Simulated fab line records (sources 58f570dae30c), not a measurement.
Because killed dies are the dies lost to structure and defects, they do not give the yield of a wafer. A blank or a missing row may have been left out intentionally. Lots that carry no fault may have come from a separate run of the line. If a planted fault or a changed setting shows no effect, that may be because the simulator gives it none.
fab line records | flow berkeley_cmos170
record: lots: 5 | wafers: 23
route steps=331 shown V2@292 M3@314
start_h: hours from the record's first day to the start of the lot's first wafer shown | wait_h: hours since the lot's step before | " identical to the entry in the row above | L1.1+2: one row covering several wafers at once | - no value, or no start given | * or withheld: withheld | < > ~ a bound
route shown NAME@n: a module of which the file shows steps, and the number in the route of the first | usual: average and standard deviation across the fault-free wafers | same: alike in all rows | chamber/n: place in a boat | sites: readings site by site | _std_site: the values' standard deviation | _edge_site: mean of outer sites minus mean of inner sites | radius_mm: how far each site lies from the wafer's centre | mask NAME#n: copy n | behind: the most recent tool/chamber to have shaped the wafer | hold: why the lot went on hold/how many hours it stayed there/how the hold came to an end | device: transistor that didn't switch, given as n, p or np | end of line: the route-end tests of the same wafers | where a step has no rows: the recipe by itself | killed: at the first sort, the dies lost to defects and structure; wafer yield is something else | map: dies across one wafer; x = killed, . = not, _ = none there
set.NAME: the setting as run; set.NAME@STEP: as run at that earlier step | model.NAME: the simulator's own value behind a step, which no gauge read
lots with deliberately changed settings; one table per step, one row per wafer
== steps ==
step: UCB170_V2_CVD_00
recipe: material: SiO2 | target_thk_nm: 2000 | temp_c: 390 | precursor: TEOS/O2 | time_s: 250 | rf_w: 550 | pressure_mtorr: 9000
lot.wafer | tool     | chamber | start_h | wait_h | set.time_s | model.SiO2_of_V2_CVD_00.thk_nm
L077.1    | pecvd-03 | 2       | 173.15  | 0.1    | 250        | 2012
L077.2    | "        | 1       | "       | "      | 234.8      | 1870
L077.4    | "        | 1       | "       | "      | 234.8      | 1909
L077.5    | "        | 0       | "       | "      | 234.8      | 1912
L077.6    | "        | 2       | "       | "      | 250        | 2058
L079.1    | pecvd-01 | 1       | 173.45  | 0.1    | 282.5      | 2255
L079.3    | "        | 2       | "       | "      | 250        | 2011
L079.4    | "        | 1       | "       | "      | 282.5      | 2294
L079.5    | "        | 2       | "       | "      | 282.5      | 2295
L079.6    | "        | 0       | "       | "      | 250        | 2020
L078.1    | pecvd-02 | 0       | 173.91  | 0.1    | 250        | 1985
L078.2    | "        | 2       | "       | "      | 236.1      | 1878
L078.4    | "        | 0       | "       | "      | 236.1      | 1903
L078.5    | "        | 1       | "       | "      | 250        | 1986
L078.6    | "        | 2       | "       | "      | 250        | 2025
L081.1    | pecvd-02 | 0       | 191.33  | 0.1    | 236.2      | 1865
L081.2    | "        | 1       | "       | "      | 250        | 1953
L081.3    | "        | 2       | "       | "      | 236.2      | 1848
L081.4    | "        | 0       | "       | "      | 236.2      | 1880
L081.5    | "        | 2       | "       | "      | 250        | 2001
L085.3    | pecvd-01 | 2       | 199.32  | 0.1    | 250        | 1956
L085.5    | "        | 1       | "       | "      | 250        | 2009
L085.6    | "        | 2       | "       | "      | 250        | 2004
step: UCB170_V2_THK_MEAS_01
recipe: reads: SiO2_of_V2_CVD_00
usual: V2_TEOS_THK: 2003/29
lot.wafer | tool          | chamber | start_h | wait_h | set.time_s@V2_CVD_00 | V2_TEOS_THK[nm]
L077.1    | film_metro-01 | -       | 173.31  | 0.1    | 250                  | 2012
L077.2    | "             | -       | "       | "      | 234.8                | 1873
L077.4    | "             | -       | "       | "      | 234.8                | 1909
L077.5    | "             | -       | "       | "      | 234.8                | 1915
L077.6    | "             | -       | "       | "      | 250                  | 2059
L079.1    | film_metro-02 | -       | 173.60  | 0.1    | 282.5                | 2255
L079.3    | "             | -       | "       | "      | 250                  | 2011
L079.4    | "             | -       | "       | "      | 282.5                | 2293
L079.5    | "             | -       | "       | "      | 282.5                | 2296
L079.6    | "             | -       | "       | "      | 250                  | 2020
L078.1    | film_metro-04 | -       | 174.07  | 0.1    | 250                  | 1986
L078.2    | "             | -       | "       | "      | 236.1                | 1877
L078.4    | "             | -       | "       | "      | 236.1                | 1902
L078.5    | "             | -       | "       | "      | 250                  | 1986
L078.6    | "             | -       | "       | "      | 250                  | 2025
L081.1    | film_metro-04 | -       | 191.48  | 0.1    | 236.2                | 1866
L081.2    | "             | -       | "       | "      | 250                  | 1953
L081.3    | "             | -       | "       | "      | 236.2                | 1848
L081.4    | "             | -       | "       | "      | 236.2                | 1878
L081.5    | "             | -       | "       | "      | 250                  | 2000
L085.3    | film_metro-01 | -       | 199.50  | 0.1    | 250                  | 1957
L085.5    | "             | -       | "       | "      | 250                  | 2008
L085.6    | "             | -       | "       | "      | 250                  | 2005
step: UCB170_V2_COAT_07
recipe: resist: KrF | spin_rpm: 1500 | resist_thk_nm: 900
lot.wafer | tool           | chamber | start_h | wait_h | set.spin_rpm | model.KrF_of_V2_COAT_07.thk_nm
L077.1    | litho_track-01 | 0       | 174.23  | 0.1    | 1500         | 901.7
L077.2    | "              | 0       | "       | "      | 1500         | 901
L077.4    | "              | 0       | "       | "      | 1396         | 932.6
L077.5    | "              | 0       | "       | "      | 1500         | 905.2
L077.6    | "              | 0       | "       | "      | 1396         | 934.8
L079.1    | litho_track-02 | 0       | 174.92  | 0.1    | 1500         | 894.5
L079.3    | "              | 0       | "       | "      | 1500         | 899.9
L079.4    | "              | 0       | "       | "      | 1402         | 927.2
L079.5    | "              | 0       | "       | "      | 1402         | 928.7
L079.6    | "              | 0       | "       | "      | 1500         | 895.5
L078.1    | litho_track-02 | 0       | 175.37  | 0.1    | 1500         | 902.3
L078.2    | "              | 0       | "       | "      | 1500         | 900.3
L078.4    | "              | 0       | "       | "      | 1500         | 900.4
L078.5    | "              | 0       | "       | "      | 1500         | 903.6
L078.6    | "              | 0       | "       | "      | 1500         | 900.9
L081.1    | litho_track-02 | 0       | 192.50  | 0.1    | 1500         | 901.1
L081.2    | "              | 0       | "       | "      | 1500         | 899.3
L081.3    | "              | 0       | "       | "      | 1500         | 899.6
L081.4    | "              | 0       | "       | "      | 1500         | 901.3
L081.5    | "              | 0       | "       | "      | 1500         | 899.7
L085.3    | litho_track-01 | 0       | 200.75  | 0.1    | 1500         | 899.1
L085.5    | "              | 0       | "       | "      | 1500         | 899.6
L085.6    | "              | 0       | "       | "      | 1500         | 899.7
step: UCB170_V2_SOFTBAKE_08
recipe: resist: KrF | temp_c: 130 | time_s: 60
step: UCB170_V2_EXPOSE_09
recipe: mask_id: VIA2 | target_cd_nm: 700 | na: 0.5 | sigma_outer: 0.6 | source_shape: conventional | dose_mj: 37
step: UCB170_V2_ETCH_14
recipe: chemistry: CHF3/CF4/Ar | target: SiO2 | stop_on: Al | CHF3_flow_sccm: 45 | cf4_flow_sccm: 15 | Ar_flow_sccm: 150 | pressure_mtorr: 200 | rf_w: 700 | target_depth_a: 12500 | over_etch_frac: 0.25 | time_s: 291
lot.wafer | tool        | chamber | start_h | wait_h | set.spin_rpm@V2_COAT_07 | model.KrF_of_V2_COAT_07.thk_nm
L077.1    | rie_diel-03 | 1       | 175.57  | 0.0    | 1500                    | 616.7
L077.2    | "           | 2       | "       | "      | 1500                    | 616.3
L077.4    | "           | 3       | "       | "      | 1396                    | 634.8
L077.5    | "           | 1       | "       | "      | 1500                    | 620.6
L077.6    | "           | 2       | "       | "      | 1396                    | 652.3
L079.1    | rie_diel-04 | 2       | 176.10  | 0.0    | 1500                    | 604.8
L079.3    | "           | 1       | "       | "      | 1500                    | 611.5
L079.4    | "           | 0       | "       | "      | 1402                    | 642.7
L079.5    | "           | 1       | "       | "      | 1402                    | 640.1
L079.6    | "           | 0       | "       | "      | 1500                    | 611.8
L078.1    | rie_diel-03 | 3       | 176.43  | 0.0    | 1500                    | 605.3
L078.2    | "           | 2       | "       | "      | 1500                    | 616.8
L078.4    | "           | 0       | "       | "      | 1500                    | 614
L078.5    | "           | 3       | "       | "      | 1500                    | 605.7
L078.6    | "           | 0       | "       | "      | 1500                    | 614.3
L081.1    | rie_diel-01 | 2       | 193.47  | 0.0    | 1500                    | 613.2
L081.2    | "           | 3       | "       | "      | 1500                    | 613
L081.3    | "           | 0       | "       | "      | 1500                    | 618.3
L081.4    | "           | 1       | "       | "      | 1500                    | 611.3
L081.5    | "           | 1       | "       | "      | 1500                    | 609.3
L085.3    | rie_diel-04 | 2       | 201.68  | 0.0    | 1500                    | 609.6
L085.5    | "           | 1       | "       | "      | 1500                    | 611.7
L085.6    | "           | 2       | "       | "      | 1500                    | 607.7
step: UCB170_V2_STRIP_15
recipe: chemistry: O2 | power_w: 400 | pressure_mtorr: 3500 | platen_temp_c: withheld | o2_flow_sccm: 400 | overash_fraction: 0.5
usual: strip_time_to_endpoint_s: 15.38/0.11
lot.wafer | tool            | chamber | start_h | wait_h | set.spin_rpm@V2_COAT_07 | strip_time_to_endpoint_s
L077.1    | plasma_asher-04 | 1       | 175.75  | 0.1    | 1500                    | 15.45
L077.2    | "               | 0       | "       | "      | 1500                    | 15.46
L077.4    | "               | 0       | "       | "      | 1396                    | 15.81
L077.5    | "               | 1       | "       | "      | 1500                    | 15.55
L077.6    | "               | 0       | "       | "      | 1396                    | 16.25
L079.1    | plasma_asher-04 | 0       | 176.28  | 0.1    | 1500                    | 15.19
L079.3    | "               | 1       | "       | "      | 1500                    | 15.36
L079.4    | "               | 0       | "       | "      | 1402                    | 16.02
L079.5    | "               | 0       | "       | "      | 1402                    | 15.93
L079.6    | "               | 1       | "       | "      | 1500                    | 15.38
L078.1    | plasma_asher-04 | 1       | 176.61  | 0.1    | 1500                    | 15.21
L078.2    | "               | 0       | "       | "      | 1500                    | 15.47
L078.4    | "               | 1       | "       | "      | 1500                    | 15.40
L078.5    | "               | 1       | "       | "      | 1500                    | 15.20
L078.6    | "               | 0       | "       | "      | 1500                    | 15.42
L081.1    | plasma_asher-04 | 1       | 193.65  | 0.1    | 1500                    | 15.38
L081.2    | "               | 0       | "       | "      | 1500                    | 15.38
L081.3    | "               | 0       | "       | "      | 1500                    | 15.50
L081.4    | "               | 1       | "       | "      | 1500                    | 15.34
L081.5    | "               | 1       | "       | "      | 1500                    | 15.31
L085.3    | plasma_asher-01 | 0       | 201.89  | 0.1    | 1500                    | 15.30
L085.5    | "               | 0       | "       | "      | 1500                    | 15.35
L085.6    | "               | 1       | "       | "      | 1500                    | 15.25
step: UCB170_M3_COAT_05
recipe: resist: KrF | spin_rpm: 1500 | resist_thk_nm: 900
lot.wafer | tool           | chamber | start_h | wait_h | set.resist_thk_nm | model.KrF_of_M3_COAT_05.thk_nm
L077.1    | litho_track-03 | 0       | 176.69  | 0.1    | 867.5             | 874.9
L077.2    | "              | 0       | "       | "      | 867.5             | 871.3
L077.4    | "              | 0       | "       | "      | 900               | 904.7
L077.5    | "              | 0       | "       | "      | 900               | 906.1
L077.6    | "              | 0       | "       | "      | 867.5             | 874.3
L079.1    | litho_track-04 | 0       | 177.23  | 0.1    | 900               | 903
L079.3    | "              | 0       | "       | "      | 858.2             | 858
L079.4    | "              | 0       | "       | "      | 858.2             | 857.5
L079.5    | "              | 0       | "       | "      | 900               | 899.9
L079.6    | "              | 0       | "       | "      | 858.2             | 858.6
L078.1    | litho_track-01 | 0       | 177.58  | 0.1    | 900               | 904.9
L078.2    | "              | 0       | "       | "      | 926.7             | 933.3
L078.4    | "              | 0       | "       | "      | 926.7             | 931.6
L078.5    | "              | 0       | "       | "      | 900               | 904.5
L078.6    | "              | 0       | "       | "      | 926.7             | 930.3
L081.1    | litho_track-04 | 0       | 194.35  | 0.1    | 882               | 887.3
L081.2    | "              | 0       | "       | "      | 882               | 882.9
L081.3    | "              | 0       | "       | "      | 900               | 903.7
L081.4    | "              | 0       | "       | "      | 900               | 906.1
L081.5    | "              | 0       | "       | "      | 882               | 885.7
L085.3    | litho_track-03 | 0       | 202.71  | 0.1    | 900               | 900.1
L085.5    | "              | 0       | "       | "      | 900               | 900
L085.6    | "              | 0       | "       | "      | 900               | 896.7
step: UCB170_M3_SOFTBAKE_06
recipe: resist: KrF | temp_c: 130 | time_s: 60
step: UCB170_M3_STRIP_07
recipe: chemistry: O2 | power_w: 400 | pressure_mtorr: 3500 | platen_temp_c: withheld | o2_flow_sccm: 400 | overash_fraction: 0.5
usual: strip_time_to_endpoint_s: 22.02/0.06
lot.wafer | tool            | chamber | start_h | wait_h | set.resist_thk_nm@M3_COAT_05 | strip_time_to_endpoint_s
L077.1    | plasma_asher-01 | 1       | 176.99  | 0.1    | 867.5                        | 21.36
L077.2    | "               | 0       | "       | "      | 867.5                        | 21.28
L077.4    | "               | 1       | "       | "      | 900                          | 22.08
L077.5    | "               | 0       | "       | "      | 900                          | 22.11
L077.6    | "               | 1       | "       | "      | 867.5                        | 21.36
L079.1    | plasma_asher-02 | 1       | 177.53  | 0.1    | 900                          | 22.05
L079.3    | "               | 1       | "       | "      | 858.2                        | 20.97
L079.4    | "               | 0       | "       | "      | 858.2                        | 20.94
L079.5    | "               | 1       | "       | "      | 900                          | 21.96
L079.6    | "               | 0       | "       | "      | 858.2                        | 20.98
L078.1    | plasma_asher-02 | 0       | 177.88  | 0.1    | 900                          | 22.09
L078.2    | "               | 1       | "       | "      | 926.7                        | 22.76
L078.4    | "               | 0       | "       | "      | 926.7                        | 22.71
L078.5    | "               | 0       | "       | "      | 900                          | 22.08
L078.6    | "               | 1       | "       | "      | 926.7                        | 22.69
L081.1    | plasma_asher-03 | 1       | 194.65  | 0.1    | 882                          | 21.67
L081.2    | "               | 0       | "       | "      | 882                          | 21.55
L081.3    | "               | 0       | "       | "      | 900                          | 22.06
L081.4    | "               | 1       | "       | "      | 900                          | 22.12
L081.5    | "               | 0       | "       | "      | 882                          | 21.63
L085.3    | plasma_asher-01 | 1       | 203.00  | 0.1    | 900                          | 21.98
L085.5    | "               | 1       | "       | "      | 900                          | 21.98
L085.6    | "               | 0       | "       | "      | 900                          | 21.89
== key ==
split: step: UCB170_V2_CVD_00 | setting: time_s | stated: 250 | by: wafer
response: step: UCB170_V2_CVD_00 | reading: model.SiO2_of_V2_CVD_00.thk_nm | change: +20.6 | per: 1% | r: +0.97
response: step: UCB170_V2_THK_MEAS_01 | reading: V2_TEOS_THK | change: +20.6 | per: 1% | r: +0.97
split: step: UCB170_V2_COAT_07 | setting: spin_rpm | stated: 1500 | by: wafer
response: step: UCB170_V2_COAT_07 | reading: model.KrF_of_V2_COAT_07.thk_nm | change: -4.63 | per: 1% | r: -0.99
response: step: UCB170_V2_ETCH_14 | reading: model.KrF_of_V2_COAT_07.thk_nm | change: -4.27 | per: 1% | r: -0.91
response: step: UCB170_V2_STRIP_15 | reading: strip_time_to_endpoint_s | change: * | per: 1% | r: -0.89
split: step: UCB170_M3_COAT_05 | setting: resist_thk_nm | stated: 900 | by: wafer
response: step: UCB170_M3_COAT_05 | reading: model.KrF_of_M3_COAT_05.thk_nm | change: +9.2 | per: 1% | r: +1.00
response: step: UCB170_M3_STRIP_07 | reading: strip_time_to_endpoint_s | change: * | per: 1% | r: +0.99
